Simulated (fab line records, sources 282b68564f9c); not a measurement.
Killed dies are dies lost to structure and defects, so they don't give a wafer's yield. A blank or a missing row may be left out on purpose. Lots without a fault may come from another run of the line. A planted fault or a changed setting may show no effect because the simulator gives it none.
One fault seen from 2 desks | flow rit_cmos | each desk has only its own numbers; what lay behind them comes last

THE METROLOGY DESK
What the gauges read, lot by lot, whatever tool the lot ran on: means of the sampled wafers that have a number. A lot is out of limits, marked OUT, if its mean lies more than 4 standard deviations from the usual mean; the brackets give that distance.
Columns: A = CONTACT_TEOS_THK at RIT_CONTACT_THK_MEAS_01, usual 400 nm
lot  | first seen here | A
L490 | day 3 03:50     | 404
L491 | day 3 08:16     | 396
L492 | day 3 11:51     | 402
L493 | day 3 18:16     | 406
L494 | day 3 23:31     | 400
L500 | day 5 10:19     | 397
L502 | day 5 16:56     | 437 (+7.9) OUT
L505 | day 6 06:14     | 398
L504 | day 6 06:41     | 469 (+15) OUT
L506 | day 6 13:32     | 396
L507 | day 6 18:47     | 397
L509 | day 7 02:34     | 405
L512 | day 7 17:38     | 404
L513 | day 7 22:07     | 404
This desk's finding: out of limits on L502, L504; first on L502, day 5 16:56 (CONTACT_TEOS_THK at RIT_CONTACT_THK_MEAS_01). In limits: L490, L491, L492, L493, L494, L500, L505, L506, L507, L509, L512, L513.

THE TOOL OWNER'S DESK: pecvd-01
The tool's own readings at RIT_CONTACT_CVD_00 (deposits SiO2 from TEOS, target thk 400 nm, time 61 s): means of the sampled wafers that have a number, for each lot that ran on this tool. A lot is out of limits, marked OUT, if its mean lies more than 4 standard deviations from the usual mean; the brackets give that distance.
Columns: A = heater_power_w at RIT_CONTACT_CVD_00, usual 318 W
lot  | first seen here | A
L490 | day 3 03:46     | 378
L493 | day 3 18:13     | 330
L502 | day 5 16:53     | 338
L504 | day 6 06:38     | 346
This desk's finding: nothing out of limits on any of the 4 lots.

PUT TOGETHER
The metrology desk could have raised an alarm at day 5 16:56, on L502, L504.
The tool owner's desk saw nothing out of limits.
The tool owner's desk has L502, L504 on record, within its limits.
Of the lots named, all ran RIT_CONTACT_CVD_00 on pecvd-01.

WHAT THE SIMULATOR HAD PUT IN
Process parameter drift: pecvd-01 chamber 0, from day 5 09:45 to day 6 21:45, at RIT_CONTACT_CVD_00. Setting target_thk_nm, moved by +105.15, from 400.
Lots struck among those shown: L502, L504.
Hours from the fault's start to each desk's first reading out of limits: the metrology desk, 7.
